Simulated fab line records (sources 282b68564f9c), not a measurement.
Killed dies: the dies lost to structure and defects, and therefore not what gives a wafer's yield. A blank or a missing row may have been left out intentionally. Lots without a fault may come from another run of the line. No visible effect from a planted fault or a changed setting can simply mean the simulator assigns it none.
The same fault as seen by 2 desks	flow rit_cmos	numbers are kept per desk, each desk with only its own; the story behind them comes last

AT THE METROLOGY DESK
What the gauges read for every lot (on any tool): the sampled wafers with a number, averaged. A lot is out of limits, marked OUT, if its mean lies more than 4 standard deviations from the usual mean; the brackets give that distance.
Columns: A = NSD_TW at RIT_NSD_TW_MEAS_10, usual 3150; B = NSD_RS at RIT_SDANNEAL_RS_MEAS_05, usual 84.61 ohm/sq
lot	first seen here	A	B
L371	day 3 08:32	3123	84.34
L374	day 3 20:07	3190	85.33
L375	day 4 01:29	3201	84.58
L376	day 4 08:19	3199	84.39
L377	day 4 17:09	3113	84.44
L378	day 4 20:11	3085	84.81
L380	day 5 04:28	3149	84.23
L381	day 5 09:33	3216	84.69
L382	day 5 12:27	3080	84.98
L383	day 5 17:17	2927 (-4.4) OUT	101.67 (+61) OUT
L384	day 5 21:03	2982	102.04 (+62) OUT
L385	day 6 03:13	3197	84.57
L387	day 6 13:10	3203	84.69
L393	day 7 18:07	3199	84.28
This desk reports L383, L384 out of limits; the earliest was L383 at day 5 17:17 (NSD_TW at RIT_NSD_TW_MEAS_10). L371, L374, L375, L376, L377, L378, L380, L381, L382, L385, L387, L393: within limits.

AT THE TOOL OWNER'S DESK: implanter-03
The tool's own readings at RIT_NSD_IMPLANT_08, given as means over the sampled wafers that have a number, one for each lot that went through this tool. A lot is out of limits, marked OUT, if its mean lies more than 4 standard deviations from the usual mean; the brackets give that distance.
Columns: A = dose_ions_cm2 at RIT_NSD_IMPLANT_08, usual 9.999e+14; B = faraday_current_uA at RIT_NSD_IMPLANT_08, usual 3138
lot	first seen here	A	B
L375	day 4 01:09	1.000e+15	3127
L378	day 4 19:52	9.999e+14	3155
L380	day 5 04:08	1.000e+15	3087
L381	day 5 09:14	9.996e+14	3087
L382	day 5 12:08	9.993e+14	3199
L383	day 5 16:59	7.900e+14 (-99 or more) OUT	2466 (-12) OUT
L384	day 5 20:46	7.922e+14 (-99 or more) OUT	2526 (-11) OUT
This desk's finding: out of limits on L383, L384; first on L383, day 5 16:59 (dose_ions_cm2 at RIT_NSD_IMPLANT_08). L375, L378, L380, L381, L382: within limits.

PUT TOGETHER
The tool owner's desk could have raised an alarm at day 5 16:59, on L383, L384.
At day 5 17:17 the metrology desk could have sounded an alarm, on L383, L384.
On implanter-03, each named lot ran RIT_NSD_IMPLANT_08.

WHAT THE SIMULATOR HAD PUT IN
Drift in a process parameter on implanter-03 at RIT_NSD_IMPLANT_08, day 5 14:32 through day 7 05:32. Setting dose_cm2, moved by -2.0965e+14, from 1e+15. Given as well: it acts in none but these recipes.
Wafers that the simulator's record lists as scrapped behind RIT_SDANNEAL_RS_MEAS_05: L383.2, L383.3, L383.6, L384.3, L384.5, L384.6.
Struck lots among those shown: L383, L384.
Time in hours from fault onset to the first out-of-limits reading at each desk: tool owner's desk 2, metrology desk 3.
